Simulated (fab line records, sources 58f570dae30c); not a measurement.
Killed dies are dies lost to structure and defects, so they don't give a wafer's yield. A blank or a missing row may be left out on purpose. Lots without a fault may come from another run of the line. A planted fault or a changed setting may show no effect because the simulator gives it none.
Split-lot experiment | flow berkeley_cmos170 | 5 lots, 23 wafers read, on a route of 331 steps

THE SPLIT
At UCB170_NSD_EXPOSE_03 (exposes mask NSELECT MOD, target cd 1200 nm), the setting dose_mj was moved away from the recipe's 30 on 9 of the 23 wafers read, by -7.2% to +3.7%. The other wafers ran this setting at the recipe's value.

FROM THE SPLIT TO THE READING: what the file shows between them, 2 steps
- UCB170_NSD_PEB_04
- UCB170_NSD_DEVELOP_05: develop time 45 s

THE READING
cd_nm, in nm, at UCB170_NSD_CD_MEAS_06 (target cd 1200 nm). Fault-free wafers of this fab line usually give 1201.1 nm, standard deviation 1.7 nm.

wafer  | tool, chamber at the split | dose_mj as run | against the recipe | cd_nm, nm | against lot-mates on the recipe
L077.1 | krf_scanner-02, 0          | 30             | recipe             | 1202.5    | -
L077.4 | krf_scanner-02, 0          | 30             | recipe             | 1200.7    | -
L077.5 | krf_scanner-02, 0          | 30             | recipe             | 1201.6    | -
L079.2 | krf_scanner-02, 0          | 30             | recipe             | 1200.7    | -
L079.3 | krf_scanner-02, 0          | 30             | recipe             | 1201.0    | -
L079.4 | krf_scanner-02, 0          | 29.13          | -2.9%              | 1197.6    | -3.2
L079.5 | krf_scanner-02, 0          | 29.13          | -2.9%              | 1198.1    | -2.8
L079.6 | krf_scanner-02, 0          | 29.13          | -2.9%              | 1196.8    | -4.0
L084.1 | krf_scanner-01, 0          | 31.11          | +3.7%              | 1206.8    | +4.6
L084.2 | krf_scanner-01, 0          | 31.11          | +3.7%              | 1207.6    | +5.4
L084.3 | krf_scanner-01, 0          | 31.11          | +3.7%              | 1207.5    | +5.3
L084.5 | krf_scanner-01, 0          | 30             | recipe             | 1201.4    | -
L084.6 | krf_scanner-01, 0          | 30             | recipe             | 1203.0    | -
L081.1 | krf_scanner-02, 0          | 30             | recipe             | 1202.3    | -
L081.2 | krf_scanner-02, 0          | 30             | recipe             | 1201.7    | -
L081.4 | krf_scanner-02, 0          | 30             | recipe             | 1200.7    | -
L081.5 | krf_scanner-02, 0          | 30             | recipe             | 1200.5    | -
L081.6 | krf_scanner-02, 0          | 30             | recipe             | 1201.5    | -
L085.1 | krf_scanner-01, 0          | 30             | recipe             | 1201.1    | -
L085.3 | krf_scanner-01, 0          | 30             | recipe             | 1201.3    | -
L085.4 | krf_scanner-01, 0          | 27.85          | -7.2%              | 1188.6    | -12.6
L085.5 | krf_scanner-01, 0          | 27.85          | -7.2%              | 1189.0    | -12.2
L085.6 | krf_scanner-01, 0          | 27.85          | -7.2%              | 1186.7    | -14.5

THE FIT
A straight line over all 23 wafers: cd_nm changes by +1.75 nm for each +1% of dose_mj; r = +0.99; the points scatter about the line by 0.94 nm.
The same after taking each lot's own level away (the mean of its wafers on the recipe; 23 wafers): +1.66 nm for each +1%; r = +0.98; scatter 1.1 nm.
On that fit, the largest move of dose_mj shifts the reading by 12 nm.
The lots' own levels span 1200.85 to 1202.20 nm, that is 0.8 times the standard deviation above.
So the lot-to-lot level changes the slope little: the two slopes agree.
Check: with one of the wafers moved furthest among these (-7.2%) left out of the fit, the line predicts -11.8 nm for it against its lot-mates. It came out at -12.6 nm against them.

OTHER SPLITS ON THESE WAFERS
These wafers also went through other splits before the reading. Each is held against what the fit with the lots' levels taken away leaves over:
other split on the same wafers    | wafers away from the commonest value | r with cd_nm (lot level and that fit taken away)
UCB170_PLDD_COAT_01 resist_thk_nm | 9                                    | -0.31
UCB170_PLDD_DEVELOP_05 dev_temp_c | 10                                   | -0.10
UCB170_PSD_PEB_04 peb_temp_c      | 5                                    | +0.22

THE FILE'S OWN FIT
cd_nm changes by +1.67 nm for each +1% of dose_mj, r = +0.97.
